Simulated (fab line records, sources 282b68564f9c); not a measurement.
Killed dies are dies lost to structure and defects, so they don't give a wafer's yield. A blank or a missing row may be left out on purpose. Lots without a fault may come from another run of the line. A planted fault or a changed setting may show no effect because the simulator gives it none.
Split-lot experiment | flow rit_cmos | 5 lots, 23 wafers read, on a route of 202 steps

THE SPLIT
At RIT_GATE_OXIDATION_05 (target thk 3 nm, ox time 270 s), the setting temp_c was moved away from the recipe's 900 C on 5 of the 23 wafers read, by -2.9%. The other wafers ran this setting at the recipe's value.

FROM THE SPLIT TO THE READING: what the file shows between them, 1 step
- RIT_GATE_ANNEAL_06: time 600 s

THE READING
GATE_OXIDE_THK, in nm, at RIT_GATE_THK_MEAS_07. Fault-free wafers of this fab line usually give 3.00 nm, standard deviation 0.048 nm.

wafer  | tool, chamber at the split | temp_c as run, C | against the recipe | GATE_OXIDE_THK, nm | against lot-mates on the recipe
L077.1 | -, -                       | 900              | recipe             | 2.97               | -
L077.2 | -, -                       | 900              | recipe             | 2.97               | -
L077.3 | -, -                       | 900              | recipe             | 2.99               | -
L077.4 | -, -                       | 900              | recipe             | 3.08               | -
L077.6 | -, -                       | 900              | recipe             | 3.03               | -
L081.2 | -, -                       | 874.2            | -2.9%              | 2.19               | no lot-mate on the recipe
L081.3 | -, -                       | 874.2            | -2.9%              | 2.19               | no lot-mate on the recipe
L081.4 | -, -                       | 874.2            | -2.9%              | 2.18               | no lot-mate on the recipe
L081.5 | -, -                       | 874.2            | -2.9%              | 2.21               | no lot-mate on the recipe
L081.6 | -, -                       | 874.2            | -2.9%              | 2.12               | no lot-mate on the recipe
L082.1 | -, -                       | 900              | recipe             | 2.91               | -
L082.2 | -, -                       | 900              | recipe             | 2.97               | -
L082.3 | -, -                       | 900              | recipe             | 2.92               | -
L082.4 | -, -                       | 900              | recipe             | 3.00               | -
L082.5 | -, -                       | 900              | recipe             | 3.06               | -
L084.1 | -, -                       | 900              | recipe             | 3.00               | -
L084.2 | -, -                       | 900              | recipe             | 2.99               | -
L084.3 | -, -                       | 900              | recipe             | 3.06               | -
L084.5 | -, -                       | 900              | recipe             | 3.01               | -
L084.6 | -, -                       | 900              | recipe             | 3.01               | -
L085.1 | furnace-01, 0              | 900              | recipe             | 2.99               | -
L085.2 | furnace-01, 0              | 900              | recipe             | 2.94               | -
L085.4 | furnace-01, 0              | 900              | recipe             | 2.97               | -

THE FIT
A straight line over all 23 wafers: GATE_OXIDE_THK changes by +0.284 nm for each +1% of temp_c; r = +0.99; the points scatter about the line by 0.044 nm.
Too few moved wafers have a lot-mate on the recipe to fit a line with each lot's own level taken away.

THE WHOLE CHAIN: every reading that the file lists as answering this split, in the file's order
step                  | what it does                   | reading                                                                           | change (the file's fit)               | r (the file's)
RIT_GATE_OXIDATION_05 | target thk 3 nm, ox time 270 s | SiO2_of_GATE_OXIDATION_05.thk_nm (the simulator's own value, which no gauge read) | +0.284 nm for each +1% of the setting | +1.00
RIT_GATE_THK_MEAS_07  |                                | GATE_OXIDE_THK                                                                    | +0.284 for each +1% of the setting    | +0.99

THE FILE'S OWN FIT
GATE_OXIDE_THK changes by +0.284 nm for each +1% of temp_c, r = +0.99.
